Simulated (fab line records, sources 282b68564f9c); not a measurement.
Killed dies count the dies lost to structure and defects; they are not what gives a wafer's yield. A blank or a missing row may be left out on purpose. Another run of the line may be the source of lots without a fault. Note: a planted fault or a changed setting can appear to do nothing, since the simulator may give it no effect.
Split-lot experiment | flow rit_cmos | on a route of 202 steps: 5 lots, 23 wafers read

== ABOUT THE SPLIT ==
At RIT_GATE_OXIDATION_05 (target thk 3 nm, ox time 270 s), the setting ox_time_s was moved away from the recipe's 270 s on 15 of the 23 wafers read, by -12.5% to +7.4%. All remaining wafers had this setting at the recipe value.

== BETWEEN THE SPLIT AND THE READING: the file shows 1 step in between ==
- RIT_GATE_ANNEAL_06: time 600 s

== THE READING ==
At RIT_GATE_THK_MEAS_07: GATE_OXIDE_THK, given in nm. A value of 2.99 nm with a standard deviation of 0.058 nm is what fault-free wafers of this fab line usually give.

wafer  | tool, chamber at the split | ox_time_s as run, s | against the recipe | GATE_OXIDE_THK, nm | against lot-mates on the recipe
L079.1 | -, -                       | 251.5               | -6.9%              | 2.78               | no lot-mate on the recipe
L079.3 | -, -                       | 251.5               | -6.9%              | 2.85               | no lot-mate on the recipe
L079.4 | -, -                       | 251.5               | -6.9%              | 2.83               | no lot-mate on the recipe
L079.5 | -, -                       | 251.5               | -6.9%              | 2.77               | no lot-mate on the recipe
L079.6 | -, -                       | 251.5               | -6.9%              | 2.81               | no lot-mate on the recipe
L081.1 | -, -                       | 236.2               | -12.5%             | 2.66               | no lot-mate on the recipe
L081.2 | -, -                       | 236.2               | -12.5%             | 2.68               | no lot-mate on the recipe
L081.3 | -, -                       | 236.2               | -12.5%             | 2.67               | no lot-mate on the recipe
L081.4 | -, -                       | 236.2               | -12.5%             | 2.68               | no lot-mate on the recipe
L081.5 | -, -                       | 236.2               | -12.5%             | 2.56               | no lot-mate on the recipe
L082.1 | -, -                       | 270                 | recipe             | 3.00               | -
L082.2 | -, -                       | 270                 | recipe             | 3.10               | -
L082.3 | -, -                       | 270                 | recipe             | 3.04               | -
L082.5 | -, -                       | 270                 | recipe             | 2.95               | -
L082.6 | -, -                       | 270                 | recipe             | 3.06               | -
L084.3 | furnace-03, 0              | 270                 | recipe             | 2.97               | -
L084.4 | furnace-03, 0              | 270                 | recipe             | 2.83               | -
L084.6 | furnace-03, 0              | 270                 | recipe             | 2.94               | -
L085.1 | -, -                       | 290.1               | +7.4%              | 3.10               | no lot-mate on the recipe
L085.2 | -, -                       | 290.1               | +7.4%              | 3.17               | no lot-mate on the recipe
L085.3 | -, -                       | 290.1               | +7.4%              | 3.15               | no lot-mate on the recipe
L085.4 | -, -                       | 290.1               | +7.4%              | 3.15               | no lot-mate on the recipe
L085.6 | -, -                       | 290.1               | +7.4%              | 3.10               | no lot-mate on the recipe

FIT RESULTS
A straight line over all 23 wafers: GATE_OXIDE_THK changes by +0.0245 nm for each +1% of ox_time_s; r = +0.95; the points scatter about the line by 0.059 nm.
Too few moved wafers with a lot-mate on the recipe to fit a line net of each lot's own level.

== THE WHOLE CHAIN: every reading that the file lists as answering this split, in the file's order ==
step                  | what it does                   | reading                                                                           | change (the file's fit)               | r (the file's)
RIT_GATE_OXIDATION_05 | target thk 3 nm, ox time 270 s | SiO2_of_GATE_OXIDATION_05.thk_nm (the simulator's own value, which no gauge read) | +0.025 nm for each +1% of the setting | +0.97
RIT_GATE_THK_MEAS_07  |                                | GATE_OXIDE_THK                                                                    | +0.0244 for each +1% of the setting   | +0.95

== THE FILE'S OWN FIT ==
GATE_OXIDE_THK changes by +0.0244 nm for each +1% of ox_time_s, r = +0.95.
